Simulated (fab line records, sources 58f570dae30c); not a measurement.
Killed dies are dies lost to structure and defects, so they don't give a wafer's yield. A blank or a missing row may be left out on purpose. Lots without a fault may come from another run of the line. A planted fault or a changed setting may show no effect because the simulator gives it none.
A struck lot beside a sound one | flow berkeley_cmos170 | 14 steps out of a route of 331
Sound: wafers L611.1, L611.2, L611.6. Struck: wafers L610.2, L610.3, L610.4. The cause comes at the end.
At each step with rows: each side's tool, then ch and its chambers, then its first start. Under that, the readings that differ: sound wafers | struck wafers | difference of the means | sigmas: that difference in standard deviations of wafers without a fault.
alike: readings whose means differ by less than 2 such deviations, and words and numbers that are the same on both sides. not compared: withheld readings, readings that some wafer has no value for, bounds like >300 that may hide the same value, and numbers for which the record gives no deviation and whose values overlap.
The two part at a step that has a row with sigmas, a row that says differs or no value, or rows on one side only. Numbers that don't overlap but have no deviation are shown without sigmas and don't part them. A reading that every wafer of one side lacks parts them only if that side has two wafers or more.

UCB170_V1_BOW_MEAS_03:
  sound on film_metro-01, day 9 18:00; struck on film_metro-02, day 9 06:22
  alike: V1_BOW
UCB170_V1_THK_MEAS_04:
  sound on film_metro-01, day 9 18:07; struck on film_metro-02, day 9 06:28
  alike: V1_POLISHED_THK
then, 7 steps without rows for these wafers: UCB170_V1_CLEAN_05 (cleans in DIW); UCB170_V1_HMDS_06 (prime time 60 s); UCB170_V1_COAT_07 (resist thk 900 nm); UCB170_V1_SOFTBAKE_08 (time 60 s); UCB170_V1_EXPOSE_09 (exposes mask VIA1, target cd 700 nm); UCB170_V1_PEB_10; UCB170_V1_DEVELOP_11 (develop time 45 s).
UCB170_V1_CD_MEAS_12: target cd 700 nm.
  sound on cd_sem-01, day 9 19:22; struck on cd_sem-01, day 9 08:26
  alike: cd_nm
UCB170_V1_OVL_MEAS_13:
  sound on overlay-02, day 9 19:29; struck on overlay-02, day 9 08:32
  alike: V1_OVL
UCB170_V1_ETCH_14: etches SiO2 in CHF3/CF4/Ar, stops on Al, target depth 1250 nm, time 291 s.
  sound on rie_diel-04 ch 0,1,3, day 9 19:31; struck on rie_diel-04 ch 0,1,2, day 9 08:34
  alike: CHF3_flow_sccm, drypump_motor_current_A, oes_product_au, rf_fwd_power_W, throttle_valve_pct
  not compared: rf_hours_counter_h
UCB170_V1_STRIP_15: strips in O2.
  sound on plasma_asher-01 ch 0,1, day 9 19:42; struck on plasma_asher-03 ch 0,1, day 9 08:45
  no value came back on the struck wafers for chamber_pressure_mTorr (mTorr), drypump_motor_current_A (A), oes_product_au (a.u.), strip_time_to_endpoint_s (s); on the sound wafers chamber_pressure_mTorr (mTorr) reads 3499 3495 3498
  reading                             | sound | struck          | difference | sigmas
  model.KrF_of_V1_COAT_07.thk_nm (nm) | 0 0 0 | 620.3 611 615.2 | +615.5     |
  not compared: rf_hours_counter_h
UCB170_V1_CD_MEAS_90: target cd 700 nm.
  sound on cd_sem-01, day 9 19:48; struck on cd_sem-01, day 9 08:52
  alike: cd_nm

WHERE THEY PART
Only at UCB170_V1_STRIP_15, within this record. Later steps at which nothing parts them and some readings are alike: UCB170_V1_CD_MEAS_90.

WHY: what the simulator had put in
Skipped step whole: plasma_asher-03, from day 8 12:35 on, at UCB170_V1_STRIP_15. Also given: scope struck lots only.
